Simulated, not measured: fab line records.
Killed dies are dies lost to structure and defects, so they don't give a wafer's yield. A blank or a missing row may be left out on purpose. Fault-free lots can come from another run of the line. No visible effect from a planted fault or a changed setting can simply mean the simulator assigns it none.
Which of the tools did it? -- flow berkeley-cmos170 -- Sampling: 12 lots, 36 wafers, 5 of 331 route steps

== WHAT THE GAUGES SHOWED, per wafer ==
UCB170_FIELD_THK_MEAS_91. Usual: FIELD_OXIDE_LEFT_2_THK gives 350 nm (standard deviation 12).
lot,measured,on,FIELD_OXIDE_LEFT_2_THK (nm),flag
L503,day 5 11:23,film-metro-04,348 353 357,
L505,day 5 23:07,film-metro-03,342 337 337,
L504,day 5 23:39,film-metro-04,343 347 344,
L506,day 5 23:56,film-metro-04,350 340 349,
L507,day 6 11:14,film-metro-03,370 355 362,
L510,day 7 12:24,film-metro-04,350 354 351,
L511,day 7 12:25,film-metro-03,356 361 358,
L512,day 7 19:23,film-metro-04,351 347 348,
L517,day 8 22:49,film-metro-04,335 337 335,
L518,day 8 23:03,film-metro-04,346 350 336,
L520,day 9 04:16,film-metro-03,368 363 376,
L523,day 10 08:34,film-metro-02,354 356 359,

UCB170_PSD_CD_MEAS_06: target cd 1200 nm. Usual: 1200.3 nm for cd-nm, sd 1.3.
lot,measured,on,cd-nm (nm),flag
L503,day 6 10:29,cd-sem-01,1197.0 1198.6 1197.4,
L505,day 6 22:42,cd-sem-02,1201.5 1200.3 1200.1,
L504,day 6 22:55,cd-sem-02,1200.5 1201.5 1200.4,
L506,day 6 22:37,cd-sem-01,1202.1 1202.0 1201.9,
L507,day 7 13:53,cd-sem-01,1200.6 1200.5 1200.8,
L510,day 8 09:13,cd-sem-02,1201.5 1201.4 1202.3,
L511,day 8 09:31,cd-sem-01,1199.9 1199.0 1200.7,
L512,day 8 19:23,cd-sem-01,1201.0 1200.7 1201.0,
L517,day 10 01:11,cd-sem-02,1202.0 1200.1 1200.2,
L518,day 10 00:56,cd-sem-02,1200.2 1199.3 1200.5,
L520,day 10 01:26,cd-sem-01,1199.8 1200.0 1201.9,
L523,day 11 08:33,cd-sem-02,1201.0 1199.4 1200.3,

UCB170_V1_CD_MEAS_12: target cd 700 nm. Usual: 699.3 nm for cd-nm, sd 1.3.
lot,measured,on,cd-nm (nm),flag
L503,day 7 04:56,cd-sem-02,700.9 702.1 700.7,
L505,day 7 16:50,cd-sem-02,700.0 700.6 698.6,
L504,day 7 17:15,cd-sem-02,698.7 697.5 699.0,
L506,day 7 15:47,cd-sem-01,699.3 699.0 699.9,
L507,day 8 07:08,cd-sem-02,679.3 679.7 678.8,OFF
L510,day 9 03:35,cd-sem-01,701.0 700.1 701.0,
L511,day 9 04:07,cd-sem-02,681.8 680.9 682.2,OFF
L512,day 9 13:33,cd-sem-01,700.1 699.9 699.1,
L517,day 10 19:07,cd-sem-01,699.4 700.3 699.0,
L518,day 10 18:55,cd-sem-01,699.5 698.8 700.9,
L520,day 10 20:36,cd-sem-02,699.9 699.2 699.7,
L523,day 12 04:08,cd-sem-02,699.2 698.9 700.8,

UCB170_M2_RS_MEAS_02: measures by four-point-probe. Usual: M2_AL_RS gives 0.0314 ohm/sq (standard deviation 0.00033).
lot,measured,on,M2_AL_RS (ohm/sq),flag
L503,day 7 05:38,film-metro-04,0.0313 0.0311 0.0311,
L505,day 7 17:32,film-metro-03,0.0319 0.0318 0.0317,
L504,day 7 17:58,film-metro-04,0.0318 0.0319 0.0318,
L506,day 7 16:30,film-metro-04,0.0318 0.0314 0.0314,
L507,day 8 07:50,film-metro-04,0.0315 0.0315 0.0314,
L510,day 9 04:17,film-metro-04,0.0315 0.0316 0.0316,
L511,day 9 04:49,film-metro-03,0.0314 0.0310 0.0311,
L512,day 9 14:16,film-metro-03,0.0311 0.0312 0.0312,
L517,day 10 19:49,film-metro-04,0.0313 0.0312 0.0307,
L518,day 10 19:37,film-metro-02,0.0318 0.0314 0.0319,
L520,day 10 21:19,film-metro-03,0.0314 0.0313 0.0313,
L523,day 12 04:50,film-metro-03,0.0321 0.0315 0.0322,

== WHAT TOOL EACH LOT RAN ON (gives the tool, then ch and the chambers of the sampled wafers, and finally the start) ==
lot,UCB170_V1_EXPOSE_09
L503,"krf-scanner-02 ch 0, day 7 04:32"
L505,"krf-scanner-01 ch 0, day 7 16:02"
L504,"krf-scanner-02 ch 0, day 7 16:38"
L506,"krf-scanner-02 ch 0, day 7 15:04"
L507,"krf-scanner-02 ch 0, day 8 06:44"
L510,"krf-scanner-01 ch 0, day 9 03:12"
L511,"krf-scanner-02 ch 0, day 9 03:32"
L512,"krf-scanner-01 ch 0, day 9 13:09"
L517,"krf-scanner-01 ch 0, day 10 18:37"
L518,"krf-scanner-01 ch 0, day 10 18:29"
L520,"krf-scanner-01 ch 0, day 10 20:09"
L523,"krf-scanner-01 ch 0, day 12 03:44"
- UCB170_V1_EXPOSE_09: exposes mask VIA1, target cd 700 nm.

== AS READ BY THE TOOLS THEMSELVES (means over the sampled wafers that have a number; for cases with no such wafer, the mark the record gives instead) ==
UCB170_V1_EXPOSE_09. Usual: 36.99 for exposure-dose-mJ-cm2, sd 0.039.
lot,tool,exposure-dose-mJ-cm2,flag
L503,krf-scanner-02,36.96,
L505,krf-scanner-01,37.00,
L504,krf-scanner-02,36.98,
L506,krf-scanner-02,36.98,
L507,krf-scanner-02,33.13,OFF
L510,krf-scanner-01,37.02,
L511,krf-scanner-02,33.94,OFF
L512,krf-scanner-01,37.03,
L517,krf-scanner-01,37.04,
L518,krf-scanner-01,37.01,
L520,krf-scanner-01,36.97,
L523,krf-scanner-01,36.99,

== THE ANSWER, worked out from the rows above alone ==
Rule: lot off if the mean of its wafers having a number is beyond 3 standard deviations from the usual mean. Also off: a lot with no number at a reading for which 4 or more lots have one. Where the step has rows for the other lots, those lots are counted as sound. The gauges are gone through in route order, then the tools' own readings, and for those a lot's mean is taken as printed above. The first step at which some lot is off is used, and at that step the reading that is off furthest; a lot without a number counts as furthest.
Off, at UCB170_V1_CD_MEAS_12 on cd-nm: L507, L511.
If a tool, at a process step before that reading, ran all the lots that are off and no sound lot after the first of them, it fits. Not tried: the gauges at UCB170_V1_CD_MEAS_12; whatever is off there is also off at UCB170_V1_EXPOSE_09, on other tools, and gauge error can't account for it. One fits: krf-scanner-02 at UCB170_V1_EXPOSE_09. A fault onset in the window from L504 (day 7 16:38, its last sound lot) to L507 (day 8 06:44, its first lot off) fits.
On the lots that are off, the tool's own readings at UCB170_V1_EXPOSE_09 differ by more than 5 times the standard deviation of the sound lots' means, which bears it out; exposure-dose-mJ-cm2 reads 33.53 there versus 37.00 on the sound lots.

== WHAT THE SIMULATOR HAD INSERTED ==
Process parameters drifting: krf-scanner-02 at UCB170_V1_EXPOSE_09, beginning at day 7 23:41. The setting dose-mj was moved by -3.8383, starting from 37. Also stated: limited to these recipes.
Struck lots among those shown: L507, L511. The rule above reached the same finding.
